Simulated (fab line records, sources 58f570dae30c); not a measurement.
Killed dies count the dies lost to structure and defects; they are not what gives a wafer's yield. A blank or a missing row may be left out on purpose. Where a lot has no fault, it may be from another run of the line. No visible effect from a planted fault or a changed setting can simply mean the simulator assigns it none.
Which tool was responsible? + flow berkeley-cmos170 + Sampling: 7 lots, 21 wafers, 2 of 331 route steps

## WHAT EACH GAUGE READ, for each wafer
UCB170_GATE_CD_MEAS_12: target cd 350 nm.
| lot  | measured     | on        | cd-nm (nm)        |
|------|--------------|-----------|-------------------|
| L687 | day 8 07:25  | cd-sem-02 | 350.1 350.2 351.2 |
| L691 | day 8 13:41  | cd-sem-01 | 350.9 350.0 349.8 |
| L694 | day 9 14:59  | cd-sem-02 | 350.4 349.9 349.6 |
| L695 | day 9 15:43  | cd-sem-02 | 316.6 315.4 316.1 |
| L704 | day 11 07:16 | cd-sem-01 | 349.0 349.5 348.5 |
| L706 | day 11 22:13 | cd-sem-01 | 350.7 351.5 350.5 |
| L708 | day 12 07:23 | cd-sem-02 | 350.6 350.0 349.8 |

## EACH LOT AND THE TOOL THAT RAN IT (in order: tool; ch and the chambers of the sampled wafers; start)
| lot  | UCB170_GATE_PEB_10                |
|------|-----------------------------------|
| L687 | litho-track-04 ch 0, day 8 07:05  |
| L691 | litho-track-03 ch 0, day 8 13:25  |
| L694 | litho-track-03 ch 0, day 9 14:43  |
| L695 | litho-track-03 ch 0, day 9 15:26  |
| L704 | litho-track-04 ch 0, day 11 06:56 |
| L706 | litho-track-04 ch 0, day 11 21:53 |
| L708 | litho-track-01 ch 0, day 12 07:08 |
- UCB170_GATE_PEB_10

## THE ANSWER, worked out from the rows above alone
Rule: the usual values come from the lots themselves. The widest of any qualifying gaps counts: lots, ordered by their means at a reading, are off when they make up no more than a third of the lots, leave a main group of 4 or more, and stand apart from it by 3 or more times the standard deviation of that group's means. Not used: any main group whose means are identical at the precision the tables above print for the reading. A lot without any number at a reading at which 4 lots or more have one is off too. The other lots that the step has rows for count as sound.
Off at UCB170_GATE_CD_MEAS_12 (cd-nm): L695. The main group: mean 350.1 nm, standard deviation 0.58.
A tool fits if, at a process step before that reading, it ran every lot that is off, and no sound lot after the first of them. Those tools and the gauges at UCB170_GATE_CD_MEAS_12 are tried in the same way. One candidate fits, namely litho-track-03 at UCB170_GATE_PEB_10. Its last sound lot is L694 (day 9 14:43), its first lot that is off L695 (day 9 15:26): a fault that began between those two fits.

## WHAT THE SIMULATOR HAD INSERTED
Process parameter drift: litho-track-03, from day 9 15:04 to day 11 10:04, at UCB170_GATE_PEB_10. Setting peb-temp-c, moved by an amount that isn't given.
Shown lots that were struck: L695. This agrees with what the rule above found.
